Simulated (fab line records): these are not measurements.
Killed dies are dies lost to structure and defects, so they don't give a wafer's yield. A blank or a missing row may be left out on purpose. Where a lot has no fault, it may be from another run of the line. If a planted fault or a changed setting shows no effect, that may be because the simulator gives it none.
Which tool was responsible? :: flow berkeley cmos170 :: Sampling: 14 lots, 42 wafers, 4 of 331 route steps

== WHAT THE GAUGES READ, wafer by wafer ==
UCB170_PLDD_CD_MEAS_06 targets a cd of 1200 nm.
lot: L129
measured: day 7 11:19
on: cd sem-01
cd nm (nm): 1200.2 1200.9 1199.4

lot: L128
measured: day 7 11:34
on: cd sem-01
cd nm (nm): 1202.1 1201.3 1200.7

lot: L130
measured: day 7 11:53
on: cd sem-02
cd nm (nm): 1200.6 1202.3 1202.6

lot: L131
measured: day 8 10:38
on: cd sem-02
cd nm (nm): 1200.1 1200.8 1200.8

lot: L133
measured: day 8 10:53
on: cd sem-01
cd nm (nm): 1200.0 1199.9 1200.6

lot: L139
measured: day 9 05:28
on: cd sem-01
cd nm (nm): 1200.6 1199.0 1199.2

lot: L141
measured: day 10 08:32
on: cd sem-02
cd nm (nm): 1200.4 1200.1 1202.1

lot: L144
measured: day 11 02:37
on: cd sem-01
cd nm (nm): 1199.7 1198.8 1200.6

lot: L148
measured: day 11 22:26
on: cd sem-01
cd nm (nm): 1199.6 1198.3 1198.8

lot: L146
measured: day 11 22:43
on: cd sem-01
cd nm (nm): 1198.4 1198.0 1197.8

lot: L147
measured: day 11 22:50
on: cd sem-02
cd nm (nm): 1199.5 1200.4 1200.9

lot: L145
measured: day 11 23:07
on: cd sem-02
cd nm (nm): 1199.5 1199.1 1198.7

lot: L151
measured: day 12 21:20
on: cd sem-01
cd nm (nm): 1200.8 1199.3 1200.8

lot: L150
measured: day 12 21:43
on: cd sem-01
cd nm (nm): 1201.6 1198.7 1199.7

UCB170_PSD_OVL_MEAS_07.
lot: L129
measured: day 7 21:30
on: overlay-01
PSD_OVL (nm): 4 7 1

lot: L128
measured: day 7 21:40
on: overlay-02
PSD_OVL (nm): -1 -8 -3

lot: L130
measured: day 7 21:41
on: overlay-01
PSD_OVL (nm): 2 0 8

lot: L131
measured: day 8 21:28
on: overlay-01
PSD_OVL (nm): -2 -9 4

lot: L133
measured: day 8 21:35
on: overlay-01
PSD_OVL (nm): 1 3 2

lot: L139
measured: day 9 16:55
on: overlay-01
PSD_OVL (nm): -2 -6 -1

lot: L141
measured: day 10 19:44
on: overlay-02
PSD_OVL (nm): -6 -1 -8

lot: L144
measured: day 11 11:28
on: overlay-02
PSD_OVL (nm): 2 -2 5

lot: L148
measured: day 12 15:25
on: overlay-02
PSD_OVL (nm): -9 -6 -6

lot: L146
measured: day 12 15:41
on: overlay-01
PSD_OVL (nm): -3 -8 -5

lot: L147
measured: day 12 15:46
on: overlay-01
PSD_OVL (nm): -4 -6 -3

lot: L145
measured: day 12 15:53
on: overlay-02
PSD_OVL (nm): -7 -6 3

lot: L151
measured: day 13 08:22
on: overlay-01
PSD_OVL (nm): 5 4 7

lot: L150
measured: day 13 08:37
on: overlay-02
PSD_OVL (nm): -3 1 -9

UCB170_SDANNEAL_RS_MEAS_05: measurement is done with a four-point probe.
lot: L129
measured: day 8 00:54
on: film metro-01
NLDD_RS (ohm/sq): 616.6 617.1 616.8

lot: L128
measured: day 8 01:07
on: film metro-03
NLDD_RS (ohm/sq): 616.0 615.6 614.6

lot: L130
measured: day 8 01:22
on: film metro-02
NLDD_RS (ohm/sq): 617.9 619.2 619.3

lot: L131
measured: day 9 01:47
on: film metro-02
NLDD_RS (ohm/sq): 619.2 618.5 619.6

lot: L133
measured: day 9 02:18
on: film metro-02
NLDD_RS (ohm/sq): 616.2 617.5 618.2

lot: L139
measured: day 9 21:14
on: film metro-03
NLDD_RS (ohm/sq): 615.7 615.0 616.2

lot: L141
measured: day 10 23:14
on: film metro-01
NLDD_RS (ohm/sq): 616.8 617.9 616.5

lot: L144
measured: day 11 15:54
on: film metro-02
NLDD_RS (ohm/sq): 618.0 618.7 617.3

lot: L148
measured: day 12 21:16
on: film metro-02
NLDD_RS (ohm/sq): 617.7 618.6 620.1

lot: L146
measured: day 12 21:22
on: film metro-03
NLDD_RS (ohm/sq): 616.1 615.1 617.1

lot: L147
measured: day 12 21:31
on: film metro-01
NLDD_RS (ohm/sq): 615.9 616.7 616.4

lot: L145
measured: day 12 21:49
on: film metro-02
NLDD_RS (ohm/sq): 619.2 616.2 617.1

lot: L151
measured: day 13 14:17
on: film metro-03
NLDD_RS (ohm/sq): 616.9 617.0 616.4

lot: L150
measured: day 13 14:30
on: film metro-01
NLDD_RS (ohm/sq): 615.3 615.6 616.2

== EACH LOT AND THE TOOL THAT RAN IT (in order: tool; ch and the chambers of the sampled wafers; start) ==
lot: L129
UCB170_BACKSIDE_SOFTBAKE_02: litho track-04 ch 0, day 7 23:59

lot: L128
UCB170_BACKSIDE_SOFTBAKE_02: litho track-02 ch 0, day 8 00:13

lot: L130
UCB170_BACKSIDE_SOFTBAKE_02: litho track-04 ch 0, day 8 00:27

lot: L131
UCB170_BACKSIDE_SOFTBAKE_02: litho track-02 ch 0, day 9 00:52

lot: L133
UCB170_BACKSIDE_SOFTBAKE_02: litho track-04 ch 0, day 9 01:12

lot: L139
UCB170_BACKSIDE_SOFTBAKE_02: litho track-04 ch 0, day 9 20:14

lot: L141
UCB170_BACKSIDE_SOFTBAKE_02: litho track-02 ch 0, day 10 22:20

lot: L144
UCB170_BACKSIDE_SOFTBAKE_02: litho track-01 ch 0, day 11 14:59

lot: L148
UCB170_BACKSIDE_SOFTBAKE_02: litho track-04 ch 0, day 12 20:21

lot: L146
UCB170_BACKSIDE_SOFTBAKE_02: litho track-02 ch 0, day 12 20:28

lot: L147
UCB170_BACKSIDE_SOFTBAKE_02: litho track-01 ch 0, day 12 20:36

lot: L145
UCB170_BACKSIDE_SOFTBAKE_02: litho track-02 ch 0, day 12 20:54

lot: L151
UCB170_BACKSIDE_SOFTBAKE_02: litho track-01 ch 0, day 13 13:10

lot: L150
UCB170_BACKSIDE_SOFTBAKE_02: litho track-01 ch 0, day 13 13:35
- UCB170_BACKSIDE_SOFTBAKE_02: time 60 s.

== WHAT THE TOOLS THEMSELVES READ (means of the sampled wafers that have a number; where no wafer has one, the mark that the record gives instead) ==
UCB170_BACKSIDE_SOFTBAKE_02.
lot: L129
tool: litho track-04
run length s (s): 89.30

lot: L128
tool: litho track-02
run length s (s): 88.90

lot: L130
tool: litho track-04
run length s (s): 89.15

lot: L131
tool: litho track-02
run length s (s): 89.00

lot: L133
tool: litho track-04
run length s (s): 103.66

lot: L139
tool: litho track-04
run length s (s): 103.60

lot: L141
tool: litho track-02
run length s (s): 89.05

lot: L144
tool: litho track-01
run length s (s): 89.35

lot: L148
tool: litho track-04
run length s (s): 89.24

lot: L146
tool: litho track-02
run length s (s): 89.06

lot: L147
tool: litho track-01
run length s (s): 89.25

lot: L145
tool: litho track-02
run length s (s): 88.93

lot: L151
tool: litho track-01
run length s (s): 89.31

lot: L150
tool: litho track-01
run length s (s): 89.27

== THE ANSWER, worked out from the rows above alone ==
Rule: what is usual is taken from the lots themselves. The widest of any qualifying gaps counts: lots, ordered by their means at a reading, are off when they make up no more than a third of the lots, leave a main group of 4 or more, and stand apart from it by 3 or more times the standard deviation of that group's means. Not used: any main group whose means are identical at the precision the tables above print for the reading. Also off: a lot with no number at a reading for which 4 or more lots have one. The other lots that the step has rows for count as sound. The gauges are gone through in route order, then the tools' own readings, and for those a lot's mean is taken as printed above. At the first step where some lot is off, the reading lying furthest off is the one used; lots without a number count as furthest.
Off: L133, L139, at UCB170_BACKSIDE_SOFTBAKE_02 (run length s). For the main group the mean is 89.15 s and the standard deviation 0.15.
If a tool, at that step or one of the process steps before it, ran each lot that is off and ran no sound lot following the first of them, it fits. Of those tried, none fits.

== WHAT WAS PUT IN BY THE SIMULATOR ==
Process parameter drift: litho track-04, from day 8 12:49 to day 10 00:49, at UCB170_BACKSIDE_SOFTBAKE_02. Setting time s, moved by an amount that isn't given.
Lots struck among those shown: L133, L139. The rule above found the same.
